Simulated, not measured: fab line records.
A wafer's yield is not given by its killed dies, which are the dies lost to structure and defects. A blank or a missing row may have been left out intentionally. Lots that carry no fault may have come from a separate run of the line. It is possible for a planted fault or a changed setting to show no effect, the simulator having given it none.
fab line records	flow berkeley_cmos170	part 1 of 2: steps 1 to 39 of 44
[record] lots = 6	wafers = 18	last_day = 12
route steps=331 shown V1@260 M2@271 V2@292 M3@331
lots with no fault: from the same line, run without faults
start_h: hours from the record's opening day to when the first of the lot's shown wafers began	wait_h: hours from the lot's prior step to this one	" as in the row above	L1.1+2: one row covering several wafers at once	- no value present, or no start provided	* or withheld: withheld	< > ~ a bound
route shown NAME@n: names a module that has steps shown in the file, with the first one's number in the route	usual: average and standard deviation across the fault-free wafers	same: alike in all rows	chamber/n: place in a boat	sites: each site's reading	_std_site: the values' standard deviation	_edge_site: outer sites' mean less inner sites'	radius_mm: how far each site lies from the wafer's centre	mask NAME#n: copy n	behind: the most recent tool/chamber to have shaped the wafer	hold: why the lot went on hold/how many hours it stayed there/how the hold came to an end	device: the n, p or np transistor that did not switch	end of line: the tests these same wafers got at the end of their route	a step with no rows: only its recipe	killed: count of dies lost to structure and defects at first sort (not the wafer's yield)	map: shows each die of a wafer: x if killed, . if not, _ if none is there
set.NAME: the run value of the setting; set.NAME@STEP: its run value at that earlier step	model.NAME: the simulator's own value behind a step, which no gauge read
a table for each step, a row for each wafer; lots at some steps of the route
services: the hour from which a tool's chamber was out of use, counted from the record's first day as start_h (under 0 if before that day), plus the number of hours and why
[[steps]]
[step UCB170_V1_HMDS_06]
[recipe] prime_time_s = 60	prime_temp_c = 100
[step UCB170_V1_COAT_07]
[recipe] resist = KrF	spin_rpm = 1500	resist_thk_nm = 900
[step UCB170_V1_SOFTBAKE_08]
[recipe] resist = KrF	temp_c = 130	time_s = 60
[step UCB170_V1_EXPOSE_09]
[recipe] mask_id = VIA1	target_cd_nm = 700	na = 0.5	sigma_outer = 0.6	source_shape = conventional	dose_mj = 37
[step UCB170_V1_PEB_10]
[recipe] peb_temp_c = 130	peb_time_s = withheld	resist = KrF
[step UCB170_V1_DEVELOP_11]
[recipe] developer = TMAH	develop_time_s = 45	resist = KrF	dev_temp_c = 21
[step UCB170_V1_CD_MEAS_12]
[recipe] target_cd_nm = 700
[usual] cd_nm = 699.5/1.4
lot.wafer	tool	chamber	start_h	wait_h	cd_nm
L362.1	cd_sem-02	-	159.85	-	700.3
L362.3	"	-	"	"	698.9
L362.6	"	-	"	"	699.1
L361.1	cd_sem-01	-	163.05	-	698.2
L361.2	"	-	"	"	699.7
L361.5	"	-	"	"	698.5
L373.2	cd_sem-01	-	226.88	-	699.1
L373.3	"	-	"	"	699.5
L373.6	"	-	"	"	698.5
L369.1	cd_sem-02	-	227.34	-	696.6
L369.2	"	-	"	"	696.4
L369.5	"	-	"	"	696.7
L380.1	cd_sem-01	-	264.35	-	696.5
L380.4	"	-	"	"	698.7
L380.5	"	-	"	"	698.8
L382.1	cd_sem-02	-	281.66	-	702.1
L382.5	"	-	"	"	701.4
L382.6	"	-	"	"	701.2
[step UCB170_V1_OVL_MEAS_13]
[usual] V1_OVL = -2/5.4
lot.wafer	tool	chamber	start_h	wait_h	V1_OVL[nm]
L362.1	overlay-02	-	159.97	0.1	-7
L362.3	"	-	"	"	-2
L362.6	"	-	"	"	0
L361.1	overlay-02	-	163.17	0.1	-8
L361.2	"	-	"	"	-8
L361.5	"	-	"	"	-1
L373.2	overlay-01	-	226.98	0.1	-9
L373.3	"	-	"	"	-12
L373.6	"	-	"	"	-1
L369.1	overlay-01	-	227.46	0.1	0
L369.2	"	-	"	"	-5
L369.5	"	-	"	"	1
L380.1	overlay-02	-	264.47	0.1	-12
L380.4	"	-	"	"	-2
L380.5	"	-	"	"	-12
L382.1	overlay-02	-	281.78	0.1	-8
L382.5	"	-	"	"	-8
L382.6	"	-	"	"	-11
[step UCB170_V1_ETCH_14]
[recipe] chemistry = CHF3/CF4/Ar	target = SiO2	stop_on = Al	CHF3_flow_sccm = 45	cf4_flow_sccm = 15	Ar_flow_sccm = 150	pressure_mtorr = 200	rf_w = 700	target_depth_a = 12500	over_etch_frac = 0.25	time_s = 291
[step UCB170_V1_STRIP_15]
[recipe] chemistry = O2	power_w = 400	pressure_mtorr = 3500	platen_temp_c = withheld	o2_flow_sccm = 400	overash_fraction = 0.5
[usual] drypump_motor_current_A = 5.8/0.36	oes_product_au = 0.722/0.0047	strip_time_to_endpoint_s = 15.34/0.13
lot.wafer	tool	chamber	start_h	wait_h	drypump_motor_current_A	oes_product_au	rf_hours_counter_h	strip_time_to_endpoint_s
L362.1	plasma_asher-01	0	160.19	0.1	6.1	0.717	47	15.46
L362.3	"	0	"	"	6.1	0.728	-	15.30
L362.6	"	0	"	"	6.1	0.727	-	15.42
L361.1	plasma_asher-02	1	163.39	0.1	6.2	0.722	34	15.33
L361.2	"	0	"	"	5.5	0.727	34	15.26
L361.5	"	1	"	"	6.2	0.719	-	15.30
L373.2	plasma_asher-02	0	227.19	0.1	5.5	0.727	42	15.11
L373.3	"	1	"	"	6.2	0.724	-	15.31
L373.6	"	0	"	"	5.5	0.726	-	15.14
L369.1	plasma_asher-04	1	227.67	0.1	5.2	0.729	55	15.19
L369.2	"	0	"	"	6.2	0.717	55	15.25
L369.5	"	0	"	"	6.2	0.721	-	15.06
L380.1	plasma_asher-04	1	264.68	0.1	5.2	0.723	59	15.46
L380.4	"	0	"	"	6.2	0.721	-	15.35
L380.5	"	0	"	"	6.2	0.723	-	15.25
L382.1	plasma_asher-02	1	282.00	0.1	6.2	0.722	49	15.33
L382.5	"	0	"	"	5.5	0.718	-	15.37
L382.6	"	1	"	"	6.3	0.727	-	15.34
[step UCB170_V1_CD_MEAS_90]
[recipe] target_cd_nm = 700
[usual] cd_nm = 699.6/1.6
lot.wafer	tool	chamber	start_h	wait_h	cd_nm
L362.1	cd_sem-02	-	160.29	0.1	700.8
L362.3	"	-	"	"	698.0
L362.6	"	-	"	"	698.5
L361.1	cd_sem-02	-	163.49	0.1	699.2
L361.2	"	-	"	"	701.2
L361.5	"	-	"	"	699.0
L373.2	cd_sem-01	-	227.31	0.1	700.0
L373.3	"	-	"	"	699.6
L373.6	"	-	"	"	699.4
L369.1	cd_sem-01	-	227.77	0.1	697.6
L369.2	"	-	"	"	696.5
L369.5	"	-	"	"	698.2
L380.1	cd_sem-01	-	264.78	0.1	695.3
L380.4	"	-	"	"	699.1
L380.5	"	-	"	"	699.3
L382.1	cd_sem-02	-	282.10	0.1	701.8
L382.5	"	-	"	"	699.9
L382.6	"	-	"	"	701.5
[step UCB170_M2_PRE_CLEAN_00]
[recipe] gas = Ar	preclean_etch_time_s = 60
[step UCB170_M2_SPUTTER_01]
[recipe] material = Al	target_thk_nm = 900	time_s = 120	power_w = 6000	chamber_pressure_pa = 0.5
[usual] cathode_dc_power_W = 6000.0/1	throttle_valve_pct = 29.8/0.71
lot.wafer	tool	chamber	start_h	wait_h	cathode_dc_power_W	throttle_valve_pct	model.Al_of_M2_SPUTTER_01.thk_nm
L362.1	pvd_sputter-01	-	160.48	0.0	6001.1	28.5	891.8
L362.3	"	-	"	"	6001.5	30.1	891.3
L362.6	"	-	"	"	5998.7	29.1	899.6
L361.1	pvd_sputter-01	-	163.67	0.0	5998.8	30.5	900
L361.2	"	-	"	"	6000.1	29.5	908.1
L361.5	"	-	"	"	6000.1	29.2	898.5
L373.2	pvd_sputter-01	-	227.48	0.0	4490.8	29.1	665.5
L373.3	"	-	"	"	4490.9	29.8	664.1
L373.6	"	-	"	"	4490.2	29.3	672.3
L369.1	pvd_sputter-01	-	227.96	0.0	4490.9	28.7	662
L369.2	"	-	"	"	4490.6	30.1	676.2
L369.5	"	-	"	"	4490.7	28.6	663.3
L380.1	pvd_sputter-03	-	266.61	1.7	5999.3	30.4	899.4
L380.4	"	-	"	"	6001.2	30.2	895
L380.5	"	-	"	"	5997.2	29.5	899.8
L382.1	pvd_sputter-02	-	282.28	0.0	6000.6	29.0	895.7
L382.5	"	-	"	"	5999.0	29.6	904.2
L382.6	"	-	"	"	5998.6	30.6	890.9
[step UCB170_M2_RS_MEAS_02]
[recipe] thk_meas_gauge = four-point-probe	reads = Al_of_M2_SPUTTER_01
[usual] M2_AL_RS = 0.0324/0.00032
lot.wafer	tool	chamber	start_h	wait_h	M2_AL_RS[ohm/sq]
L362.1	film_metro-01	-	160.58	0.0	0.0325
L362.3	"	-	"	"	0.0326
L362.6	"	-	"	"	0.0322
L361.1	film_metro-03	-	163.76	0.0	0.0322
L361.2	"	-	"	"	0.0319
L361.5	"	-	"	"	0.0323
L373.2	film_metro-01	-	227.58	0.1	0.0438
L373.3	"	-	"	"	0.0438
L373.6	"	-	"	"	0.0433
L369.1	film_metro-03	-	228.04	0.0	0.0439
L369.2	"	-	"	"	0.0430
L369.5	"	-	"	"	0.0437
L380.1	film_metro-03	-	266.69	0.0	0.0322
L380.4	"	-	"	"	0.0324
L380.5	"	-	"	"	0.0322
L382.1	film_metro-02	-	282.37	0.0	0.0323
L382.5	"	-	"	"	0.0319
L382.6	"	-	"	"	0.0324
[step UCB170_M2_THK_MEAS_03]
[recipe] thk_meas_gauge = xrf	reads = Al_of_M2_SPUTTER_01
[usual] M2_AL_THK = 887/11
lot.wafer	tool	chamber	start_h	wait_h	M2_AL_THK[nm]
L362.1	film_metro-01	-	160.70	0.1	879
L362.3	"	-	"	"	872
L362.6	"	-	"	"	881
L361.1	film_metro-03	-	163.88	0.1	902
L361.2	"	-	"	"	915
L361.5	"	-	"	"	904
L373.2	film_metro-01	-	227.69	0.1	657
L373.3	"	-	"	"	656
L373.6	"	-	"	"	665
L369.1	film_metro-03	-	228.16	0.1	665
L369.2	"	-	"	"	678
L369.5	"	-	"	"	663
L380.1	film_metro-03	-	266.81	0.1	899
L380.4	"	-	"	"	893
L380.5	"	-	"	"	896
L382.1	film_metro-02	-	282.49	0.1	879
L382.5	"	-	"	"	890
L382.6	"	-	"	"	880
[step UCB170_M2_HMDS_04]
[recipe] prime_time_s = 60	prime_temp_c = 100
[step UCB170_M2_COAT_05]
[recipe] resist = KrF	spin_rpm = 1500	resist_thk_nm = 900
[step UCB170_M2_SOFTBAKE_06]
[recipe] resist = KrF	temp_c = 130	time_s = 60
[step UCB170_M2_STRIP_07]
[recipe] chemistry = O2	power_w = 400	pressure_mtorr = 3500	platen_temp_c = withheld	o2_flow_sccm = 400	overash_fraction = 0.5
[usual] drypump_motor_current_A = 5.9/0.36	oes_product_au = 0.734/0.0041	strip_time_to_endpoint_s = 21.99/0.056
lot.wafer	tool	chamber	start_h	wait_h	drypump_motor_current_A	oes_product_au	rf_hours_counter_h	strip_time_to_endpoint_s
L362.1	plasma_asher-03	0	161.21	0.1	6.1	0.740	5	22.02
L362.3	"	1	"	"	6.3	0.736	-	22.07
L362.6	"	1	"	"	6.3	0.739	-	22.01
L361.1	plasma_asher-03	0	164.39	0.1	6.1	0.730	5	22.03
L361.2	"	1	"	"	6.3	0.740	5	21.93
L361.5	"	1	"	"	6.3	0.731	-	21.98
L373.2	plasma_asher-03	0	228.19	0.1	6.1	0.738	13	21.89
L373.3	"	0	"	"	6.1	0.731	-	21.92
L373.6	"	0	"	"	6.1	0.728	-	21.94
L369.1	plasma_asher-03	0	228.84	0.1	6.1	0.734	13	21.88
L369.2	"	1	"	"	6.2	0.737	13	21.88
L369.5	"	0	"	"	6.1	0.735	-	21.91
L380.1	plasma_asher-01	1	267.49	0.1	5.5	0.732	56	21.87
L380.4	"	1	"	"	5.5	0.735	-	21.93
L380.5	"	1	"	"	5.5	0.736	-	21.88
L382.1	plasma_asher-01	0	283.20	0.1	6.0	0.733	58	21.93
L382.5	"	1	"	"	5.5	0.729	-	21.94
L382.6	"	0	"	"	6.0	0.732	-	21.95
[step UCB170_M2_STRIP_08]
[recipe] chemistry = DMSO	temp_c = 80	time_s = 600	material = KrF
[step UCB170_M2_COAT_09]
[recipe] resist = BARC	temp_c = withheld	time_s = withheld	spin_rpm = 3000	resist_thk_nm = withheld
[step UCB170_M2_COAT_10]
[recipe] resist = KrF	spin_rpm = 1500	resist_thk_nm = 900
[step UCB170_M2_SOFTBAKE_11]
[recipe] resist = KrF	temp_c = 130	time_s = 60
[step UCB170_M2_EXPOSE_12]
[recipe] mask_id = METAL2	target_cd_nm = 700	na = 0.5	sigma_outer = 0.6	source_shape = conventional	dose_mj = 26
[step UCB170_M2_PEB_13]
[recipe] peb_temp_c = 130	peb_time_s = withheld	resist = KrF
[step UCB170_M2_DEVELOP_14]
[recipe] developer = TMAH	develop_time_s = 45	resist = KrF	dev_temp_c = 21
[step UCB170_M2_CD_MEAS_15]
[recipe] target_cd_nm = 700
[usual] cd_nm = 699.9/1.2
lot.wafer	tool	chamber	start_h	wait_h	cd_nm
L362.1	cd_sem-01	-	162.78	-	700.5
L362.3	"	-	"	"	701.8
L362.6	"	-	"	"	702.0
L361.1	cd_sem-01	-	166.72	-	701.9
L361.2	"	-	"	"	701.7
L361.5	"	-	"	"	701.2
L373.2	cd_sem-02	-	229.95	-	700.4
L373.3	"	-	"	"	700.0
L373.6	"	-	"	"	700.1
L369.1	cd_sem-01	-	230.81	-	700.1
L369.2	"	-	"	"	700.7
L369.5	"	-	"	"	699.9
L380.1	cd_sem-02	-	269.23	-	700.0
L380.4	"	-	"	"	699.7
L380.5	"	-	"	"	699.9
L382.1	cd_sem-02	-	285.16	-	700.5
L382.5	"	-	"	"	698.8
L382.6	"	-	"	"	698.4
[step UCB170_M2_OVL_MEAS_16]
[usual] M2_OVL = 0/5.1
lot.wafer	tool	chamber	start_h	wait_h	M2_OVL[nm]
L362.1	overlay-01	-	162.90	0.1	1
L362.3	"	-	"	"	0
L362.6	"	-	"	"	-8
L361.1	overlay-02	-	166.84	0.1	-8
L361.2	"	-	"	"	-4
L361.5	"	-	"	"	-10
L373.2	overlay-01	-	230.05	0.1	-2
L373.3	"	-	"	"	-4
L373.6	"	-	"	"	4
L369.1	overlay-02	-	230.93	0.1	-3
L369.2	"	-	"	"	-1
L369.5	"	-	"	"	-6
L380.1	overlay-01	-	269.35	0.1	7
L380.4	"	-	"	"	10
L380.5	"	-	"	"	12
L382.1	overlay-01	-	285.28	0.1	7
L382.5	"	-	"	"	6
L382.6	"	-	"	"	4
[step UCB170_M2_ETCH_17]
[recipe] chemistry = N2/H2	target_depth_a = withheld	overetch_a = withheld	target = BARC	time_s = withheld	source_w = 500	bias_w = 100	pressure_mtorr = 30	n2_flow_sccm = 100	h2_flow_sccm = 200
[usual] drypump_motor_current_A = 5.8/0.48	oes_product_au = 0.987/0.018	rf_fwd_power_W = 495.7/2.4	throttle_valve_pct = 13.31/0.088
lot.wafer	tool	chamber	start_h	wait_h	drypump_motor_current_A	oes_product_au	rf_fwd_power_W	throttle_valve_pct
L362.1	rie_diel-03	3	162.93	0.0	5.7	0.992	496.9	13.22
L362.3	"	1	"	"	6.3	0.972	488.3	13.23
L362.6	"	1	"	"	6.3	0.974	491.5	13.22
L361.1	rie_diel-03	3	166.87	0.0	5.7	0.984	497.8	13.22
L361.2	"	2	"	"	6.6	1.001	495.0	13.22
L361.5	"	1	"	"	6.3	0.989	494.1	13.23
L373.2	rie_diel-01	1	230.08	0.0	6.1	0.969	494.3	13.35
L373.3	"	2	"	"	5.5	1.004	495.2	13.42
L373.6	"	0	"	"	4.8	0.997	498.1	13.41
L369.1	rie_diel-02	0	230.97	0.0	5.9	0.976	498.4	13.31
L369.2	"	3	"	"	5.5	0.957	493.6	13.39
L369.5	"	0	"	"	5.9	0.984	498.5	13.32
L380.1	rie_diel-02	3	269.39	0.0	5.5	0.961	494.4	13.38
L380.4	"	2	"	"	6.4	0.990	498.4	13.36
L380.5	"	3	"	"	5.5	0.959	494.6	13.39
L382.1	rie_diel-03	1	285.32	0.0	6.3	0.971	489.6	13.23
L382.5	"	3	"	"	5.7	1.014	498.9	13.19
L382.6	"	0	"	"	5.6	0.975	495.8	13.29
[step UCB170_M2_METAL_ETCH_18]
[recipe] chemistry = Cl2/BCl3	target = Al	stop_on = SiO2	pressure_mtorr = 12	target_depth_a = 11700	over_etch_frac = 0.3	time_s = 195	icp_w = 600	bias_w = 120	Cl2_flow_sccm = 90	bcl3_flow_sccm = 45
[usual] drypump_motor_current_A = 5.8/0.33	oes_product_au = 0.848/0.014	rf_fwd_power_W = 597.7/2.1	throttle_valve_pct = 24.22/0.23
lot.wafer	tool	chamber	start_h	wait_h	drypump_motor_current_A	oes_product_au	rf_fwd_power_W	rf_hours_counter_h	throttle_valve_pct
L362.1	rie_metal-02	0	162.98	-	5.5	0.830	596.6	8	23.98
L362.3	"	1	"	"	6.1	0.842	596.9	-	24.09
L362.6	"	0	"	"	5.5	0.839	599.8	-	24.00
L361.1	rie_metal-02	1	166.91	-	6.1	0.854	595.8	1	24.08
L361.2	"	0	"	"	5.5	0.841	593.9	8	23.99
L361.5	"	1	"	"	6.0	0.845	596.2	-	24.08
L373.2	rie_metal-01	0	230.12	-	6.3	0.721	596.8	12	24.46
L373.3	"	1	"	"	6.2	0.748	597.8	-	24.17
L373.6	"	1	"	"	6.2	0.759	598.2	-	24.17
L369.1	rie_metal-01	1	231.01	-	6.2	0.742	601.8	13	24.18
L369.2	"	0	"	"	6.3	0.728	596.4	12	24.45
L369.5	"	1	"	"	6.2	0.744	598.9	-	24.16
L380.1	rie_metal-01	1	269.43	-	6.3	0.878	598.0	14	24.11
L380.4	"	1	"	"	6.3	0.878	599.3	-	24.11
L380.5	"	0	"	"	6.3	0.835	598.1	-	24.40
L382.1	rie_metal-02	1	285.36	-	6.1	0.844	600.2	4	24.09
L382.5	"	0	"	"	5.5	0.844	594.5	-	23.99
L382.6	"	1	"	"	6.1	0.848	598.4	-	24.09
[step UCB170_M2_STRIP_19]
[recipe] chemistry = O2	power_w = 400	pressure_mtorr = 3500	platen_temp_c = withheld	o2_flow_sccm = 400	overash_fraction = 0.5
[usual] drypump_motor_current_A = 5.9/0.36	oes_product_au = 0.547/0.016
lot.wafer	tool	chamber	start_h	wait_h	drypump_motor_current_A	oes_product_au	rf_hours_counter_h
L362.1	plasma_asher-03	0	163.16	0.1	6.1	0.558	5
L362.3	"	1	"	"	6.3	0.546	-
L362.6	"	1	"	"	6.3	0.558	-
L361.1	plasma_asher-03	1	167.10	0.1	6.2	0.543	6
L361.2	"	0	"	"	6.1	0.547	6
L361.5	"	0	"	"	6.1	0.539	-
L373.2	plasma_asher-01	1	230.31	0.1	5.5	0.567	52
L373.3	"	1	"	"	5.5	0.526	-
L373.6	"	1	"	"	5.5	0.529	-
L369.1	plasma_asher-04	1	231.20	0.1	5.2	0.525	56
L369.2	"	0	"	"	6.2	0.569	56
L369.5	"	0	"	"	6.2	0.529	-
L380.1	plasma_asher-01	1	269.62	0.1	5.6	0.522	56
L380.4	"	0	"	"	6.0	0.519	-
L380.5	"	1	"	"	5.5	0.557	-
L382.1	plasma_asher-01	0	285.55	0.1	6.0	0.560	58
L382.5	"	0	"	"	6.0	0.552	-
L382.6	"	1	"	"	5.5	0.556	-
[step UCB170_M2_CD_MEAS_90]
[recipe] target_cd_nm = 700
[usual] cd_nm = 698/3.1
lot.wafer	tool	chamber	start_h	wait_h	cd_nm
L362.1	cd_sem-02	-	163.26	0.1	699
L362.3	"	-	"	"	696
L362.6	"	-	"	"	697
L361.1	cd_sem-02	-	167.20	0.1	698
L361.2	"	-	"	"	700
L361.5	"	-	"	"	696
L373.2	cd_sem-01	-	230.43	0.1	702
L373.3	"	-	"	"	699
L373.6	"	-	"	"	698
L369.1	cd_sem-02	-	231.31	0.1	700
L369.2	"	-	"	"	701
L369.5	"	-	"	"	698
L380.1	cd_sem-01	-	269.72	0.1	697
L380.4	"	-	"	"	695
L380.5	"	-	"	"	703
L382.1	cd_sem-02	-	285.65	0.1	699
L382.5	"	-	"	"	696
L382.6	"	-	"	"	695
[step UCB170_V2_CVD_00]
[recipe] material = SiO2	target_thk_nm = 2000	temp_c = 390	precursor = TEOS/O2	time_s = 250	rf_w = 550	pressure_mtorr = 9000
[usual] heater_power_w = 224/53	rf_fwd_power_W = 548.4/2
lot.wafer	tool	chamber	start_h	wait_h	heater_power_w	rf_fwd_power_W
L362.1	pecvd-01	0	163.38	0.1	197	544.7
L362.3	"	2	"	"	225	547.0
L362.6	"	1	"	"	153	546.2
L361.1	pecvd-01	2	167.32	0.1	257	548.1
L361.2	"	1	"	"	189	552.2
L361.5	"	1	"	"	228	548.4
L373.2	pecvd-04	2	230.53	0.1	268	546.0
L373.3	"	0	"	"	237	549.3
L373.6	"	0	"	"	167	552.0
L369.1	pecvd-04	0	231.43	0.1	195	548.0
L369.2	"	1	"	"	325	548.7
L369.5	"	2	"	"	219	543.8
L380.1	pecvd-01	1	269.84	0.1	211	549.4
L380.4	"	1	"	"	147	551.7
L380.5	"	2	"	"	270	545.8
L382.1	pecvd-04	2	285.77	0.1	313	548.7
L382.5	"	2	"	"	217	547.2
L382.6	"	1	"	"	256	544.0
[step UCB170_V2_THK_MEAS_01]
[recipe] reads = SiO2_of_V2_CVD_00
[usual] V2_TEOS_THK = 2002/32
lot.wafer	tool	chamber	start_h	wait_h	V2_TEOS_THK[nm]
L362.1	film_metro-01	-	163.54	0.1	1998
L362.3	"	-	"	"	1960
L362.6	"	-	"	"	1970
L361.1	film_metro-02	-	167.48	0.1	1982
L361.2	"	-	"	"	1954
L361.5	"	-	"	"	1977
L373.2	film_metro-04	-	230.70	0.1	2033
L373.3	"	-	"	"	2042
L373.6	"	-	"	"	2088
L369.1	film_metro-04	-	231.59	0.1	2027
L369.2	"	-	"	"	1982
L369.5	"	-	"	"	2033
L380.1	film_metro-01	-	269.99	0.1	1965
L380.4	"	-	"	"	1994
L380.5	"	-	"	"	2023
L382.1	film_metro-02	-	285.92	0.1	2001
L382.5	"	-	"	"	2032
L382.6	"	-	"	"	1993
[step UCB170_V2_CMP_02]
[recipe] material = SiO2	down_force_psi = 6	platen_rpm = 60	pad_velocity_m_s = 0.75398
[step UCB170_V2_BOW_MEAS_03]
[recipe] mode = bow
[usual] V2_BOW = 35/7
lot.wafer	tool	chamber	start_h	wait_h	V2_BOW[um]
L362.1	film_metro-01	-	163.90	0.2	39
L362.3	"	-	"	"	22
L362.6	"	-	"	"	47
L361.1	film_metro-02	-	167.84	0.2	38
L361.2	"	-	"	"	32
L361.5	"	-	"	"	24
L373.2	film_metro-01	-	231.07	0.3	23
L373.3	"	-	"	"	26
L373.6	"	-	"	"	47
L369.1	film_metro-01	-	232.19	0.2	36
L369.2	"	-	"	"	26
L369.5	"	-	"	"	22
L380.1	film_metro-04	-	270.35	0.2	26
L380.4	"	-	"	"	43
L380.5	"	-	"	"	30
L382.1	film_metro-01	-	286.31	0.1	30
L382.5	"	-	"	"	29
L382.6	"	-	"	"	38
[step UCB170_V2_THK_MEAS_04]
[recipe] reads = SiO2_of_V2_CVD_00
[usual] V2_POLISHED_THK = 999.6/1
lot.wafer	tool	chamber	start_h	wait_h	V2_POLISHED_THK[nm]
L362.1	film_metro-01	-	164.02	0.1	1000.4
L362.3	"	-	"	"	1001.0
L362.6	"	-	"	"	1000.2
L361.1	film_metro-02	-	167.96	0.1	999.5
L361.2	"	-	"	"	999.0
L361.5	"	-	"	"	1000.6
L373.2	film_metro-01	-	231.18	0.1	998.7
L373.3	"	-	"	"	999.3
L373.6	"	-	"	"	997.5
L369.1	film_metro-01	-	232.31	0.1	998.5
L369.2	"	-	"	"	998.1
L369.5	"	-	"	"	999.3
L380.1	film_metro-04	-	270.47	0.1	999.4
L380.4	"	-	"	"	999.3
L380.5	"	-	"	"	998.3
L382.1	film_metro-01	-	286.43	0.1	999.3
L382.5	"	-	"	"	999.6
L382.6	"	-	"	"	999.7
[step UCB170_V2_CLEAN_05]
[recipe] chemistry = DIW
[step UCB170_V2_HMDS_06]
[recipe] prime_time_s = 60	prime_temp_c = 100
[[key]]
[first_sign] step = UCB170_M2_SPUTTER_01	reading = cathode_dc_power_W	direction = down	sigmas = 99+	usual = 6000.0	struck = 4490.7
[effect] step = UCB170_M2_RS_MEAS_02	reading = M2_AL_RS	direction = up	sigmas = 36	usual = 0.0324	struck = 0.0436
[effect] step = UCB170_M2_THK_MEAS_03	reading = M2_AL_THK	direction = down	sigmas = 20	usual = 887	struck = 664
[effect] step = UCB170_M2_METAL_ETCH_18	reading = oes_product_au	direction = down	sigmas = 7.6	usual = 0.848	struck = 0.740
[model_effect] step = UCB170_M2_SPUTTER_01	value = Al_of_M2_SPUTTER_01.thk_nm	without = 893.7	struck = 667.2
[model_effect] step = UCB170_V2_ETCH_14	value = Al_of_M2_SPUTTER_01.thk_nm	without = 889.3	struck = 662.8
[model_effect] step = UCB170_M3_PROBE_99	value = etest.antenna_m2.vt_shift_v	without = -0.01493	struck = -0.02039
met_at UCB170_M2_SPUTTER_01
struck_wafers L369.1,L369.2,L369.5,L373.2,L373.3,L373.6
onset_between 163.67 227.48
[fault] kind = process_parameter_drift	tool = pvd_sputter-01	chamber = -	onset_h = 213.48	steps = UCB170_M2_SPUTTER_01	channel = power_w	offset = -1509.8	shape = step	end_h = 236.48	acts_in = these_recipes_only	stated = 6000
